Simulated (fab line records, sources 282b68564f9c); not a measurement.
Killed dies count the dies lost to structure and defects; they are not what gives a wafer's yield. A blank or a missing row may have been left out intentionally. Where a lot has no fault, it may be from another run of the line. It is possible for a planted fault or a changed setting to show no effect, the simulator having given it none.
Comparing a struck lot with a sound one + flow ritCmos + 18 out of 202 route steps
Sound: wafers L613.2, L613.3, L613.5. Wafers L618.3, L618.4, L618.5 were the ones struck. Last of all comes the cause.
At each step with rows: each side's tool, then ch and its chambers, then its first start. Under that, the readings that differ: sound wafers + struck wafers + difference of the means + sigmas: that difference in standard deviations of wafers without a fault.
alike: same words and numbers on both sides, and readings whose means sit less than 2 such deviations apart. not compared: any withheld reading, any reading some wafer has no value for, any bound like >300 that may hide the same value, and any number with overlapping values for which the record gives no deviation.
The two part at a step that has a row with sigmas, a row that says differs or no value, or rows on one side only. Non-overlapping numbers with no deviation appear without sigmas and do not part them. A reading that every wafer of one side lacks parts them only if that side has two wafers or more.

first, 4 steps without rows for these wafers: RIT_NLDD_SOFTBAKE_02 (time 60 s); RIT_NLDD_EXPOSE_03 (exposes mask M7, target cd 40700 nm); RIT_NLDD_PEB_04; RIT_NLDD_DEVELOP_05 (develop time 50 s).
RIT_NLDD_OVL_MEAS_06:
  sound on overlay-02, day 3 14:34; struck on overlay-02, day 4 15:52
  alike: NLDD_OVL
then, 2 steps without rows for these wafers: RIT_NLDD_HARDBAKE_07 (time 60 s); RIT_NLDD_IMPLANT_08.
RIT_NLDD_STRIP_09: strips in O2, time 180 s.
  sound on plasmaAsher-02 ch 0,1, day 3 14:53; struck on plasmaAsher-04 ch 0,1, day 4 16:15
  alike: drypumpMotorCurrentA
  not compared: rfHoursCounterH
RIT_NLDD_TW_MEAS_10:
  sound on filmMetro-03, day 3 15:05; struck on filmMetro-03, day 4 16:23
  alike: NLDD_TW
then, 3 steps without rows for these wafers: RIT_PLDD_HMDS_00 (prime time 60 s); RIT_PLDD_COAT_01 (resist thk 1000 nm); RIT_PLDD_SOFTBAKE_02 (time 60 s).
RIT_PLDD_EXPOSE_03: exposes mask M8, target cd 40900 nm.
  sound on ilineStepper-01 ch 0, day 3 15:36; struck on ilineStepper-02 ch 0, day 4 16:55
| reading                    | sound                   | struck            | difference | sigmas |
|----------------------------|-------------------------|-------------------|------------|--------|
| model.PLDD.overlayXNm (nm) | 0.02762 0.02762 0.02762 | 239.8 239.8 239.8 | +239.8     |        |
  alike: mask
then, 2 steps without rows for these wafers: RIT_PLDD_PEB_04; RIT_PLDD_DEVELOP_05 (develop time 50 s).
RIT_PLDD_OVL_MEAS_06:
  sound on overlay-02, day 3 15:59; struck on overlay-01, day 4 17:17
| reading       | sound       | struck            | difference | sigmas      |
|---------------|-------------|-------------------|------------|-------------|
| PLDD_OVL (nm) | 0.2 0.4 0.9 | 241.3 238.6 240.5 | +239.6     | +99 or more |
then, 1 step without rows for these wafers: RIT_PLDD_HARDBAKE_07 (time 60 s).
RIT_M1_PROBE_99:
  sound on prober-01, day 4 06:38; struck on prober-02, day 5 10:48
| reading                       | sound          | struck         | difference | sigmas |
|-------------------------------|----------------|----------------|------------|--------|
| model.etest.pldd.widthNm (nm) | 3193 3173 3196 | 3022 3004 3028 | -169       |        |
  alike: killedAtFrontEnd, killedDies, killedOpen, killedShort

== WHERE THEY PART ==
Within this record, at RIT_PLDD_OVL_MEAS_06 only. Later steps at which nothing parts them and some readings are alike: RIT_M1_PROBE_99.

WHY: what had been put in by the simulator
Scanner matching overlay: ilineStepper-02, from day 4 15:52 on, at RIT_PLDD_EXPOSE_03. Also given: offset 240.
